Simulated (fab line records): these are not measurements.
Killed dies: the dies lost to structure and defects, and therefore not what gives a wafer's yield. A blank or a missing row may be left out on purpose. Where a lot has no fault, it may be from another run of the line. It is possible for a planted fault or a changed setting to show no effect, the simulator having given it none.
The same fault as seen by 2 desks ; flow berkeleyCmos170 ; only its own numbers are on each desk; what lay behind them is given at the end

FOR THE TOOL OWNER'S DESK: furnace-01
The tool's own readings at UCB170_GATE_OXIDATION_01 (target thk 6.6 nm, ox time 1800 s): means of the sampled wafers that have a number, for each lot that ran on this tool. A lot is out of limits, marked OUT, if its mean lies more than 4 standard deviations from the usual mean; the brackets give that distance.
Columns: A = spikeTcCentreC at UCB170_GATE_OXIDATION_01, usual 852.1 C; B = spikeTcLoadC at UCB170_GATE_OXIDATION_01, usual 873 C; C = spikeTcSourceC at UCB170_GATE_OXIDATION_01, usual 871.7 C; D = tubeCenterTempC at UCB170_GATE_OXIDATION_01, usual 850 C; E = tube_center_temp_C_max at UCB170_GATE_OXIDATION_01, usual 852.2
lot;first seen here;A;B;C;D;E
L998;day 7 01:59;852.1;869;873.8;850;852.0
L102;day 7 13:32;851.8;869;872.1;850;852.4
L103;day 7 13:32;852.1;870;872.8;850;852.3
L104;day 7 13:32;850.8;870;873.4;850;852.4
L106;day 8 07:43;833.2 (-17) OUT;850 (-7.8) OUT;855.8 (-6.1) OUT;831 (-99 or more) OUT;833.6 (-47) OUT
L107;day 8 07:43;833.0 (-17) OUT;850 (-7.7) OUT;854.3 (-6.7) OUT;831 (-99 or more) OUT;833.2 (-47) OUT
L108;day 8 07:43;832.4 (-18) OUT;851 (-7.3) OUT;854.7 (-6.5) OUT;831 (-99 or more) OUT;834.0 (-46) OUT
This desk's finding: out of limits on L106, L107, L108; first on L106, day 8 07:43 (spikeTcCentreC at UCB170_GATE_OXIDATION_01). In limits: L998, L102, L103, L104.

THE METROLOGY DESK
What the gauges read, lot by lot, whatever tool the lot ran on: means of the sampled wafers that have a number. A lot is out of limits, marked OUT, if its mean lies more than 4 standard deviations from the usual mean; the brackets give that distance.
Columns: A = ACTIVE_OVL at UCB170_ACTIVE_OVL_MEAS_14, usual -1 nm; B = GATE_OXIDE_THK at UCB170_GATE_THK_MEAS_02, usual 6.57 nm; C = GATE_POLY_THK at UCB170_GATE_THK_MEAS_05, usual 213.7 nm
lot;first seen here;A;B;C
L995;day 3 23:37;-1;6.53;216.5
L996;day 4 08:48;12;6.72;210.8
L997;day 4 19:38;-6;6.64;215.1
L999;day 4 19:55;-4;6.63;210.8
L998;day 4 22:29;-6;6.60;217.4
L101;day 5 02:31;-3;6.48;211.2
L100;day 5 02:58;4;6.60;213.7
L102;day 6 00:07;8;6.51;210.8
L103;day 6 00:14;4;6.67;211.5
L104;day 6 00:29;-5;6.57;216.1
L105;day 6 18:24;0;6.42;213.8
L107;day 7 02:39;4;5.22 (-12) OUT;213.2
L106;day 7 02:48;-2;5.36 (-11) OUT;213.9
L108;day 7 03:00;-14;5.28 (-12) OUT;211.0
L115;day 8 13:33;-3;6.36;215.6
This desk's finding: out of limits on L106, L107, L108; first on L106, day 8 09:13 (GATE_OXIDE_THK at UCB170_GATE_THK_MEAS_02). In limits: L995, L996, L997, L999, L998, L101, L100, L102, L103, L104, L105, L115.

TAKEN TOGETHER
At day 8 07:43, on L106, L107, L108, the tool owner's desk was in a position to raise an alarm.
An alarm was possible from the metrology desk at day 8 09:13, on L106, L107, L108.
All the named lots went through UCB170_GATE_OXIDATION_01 on furnace-01.

WHAT THE SIMULATOR HAD INSERTED
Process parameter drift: furnace-01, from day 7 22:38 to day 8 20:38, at UCB170_GATE_OXIDATION_01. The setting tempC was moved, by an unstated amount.
Lots struck among those shown: L106, L107, L108.
Delay (hours) between the fault's onset and each desk's first out-of-limits reading: 9 at the tool owner's desk, 11 at the metrology desk.
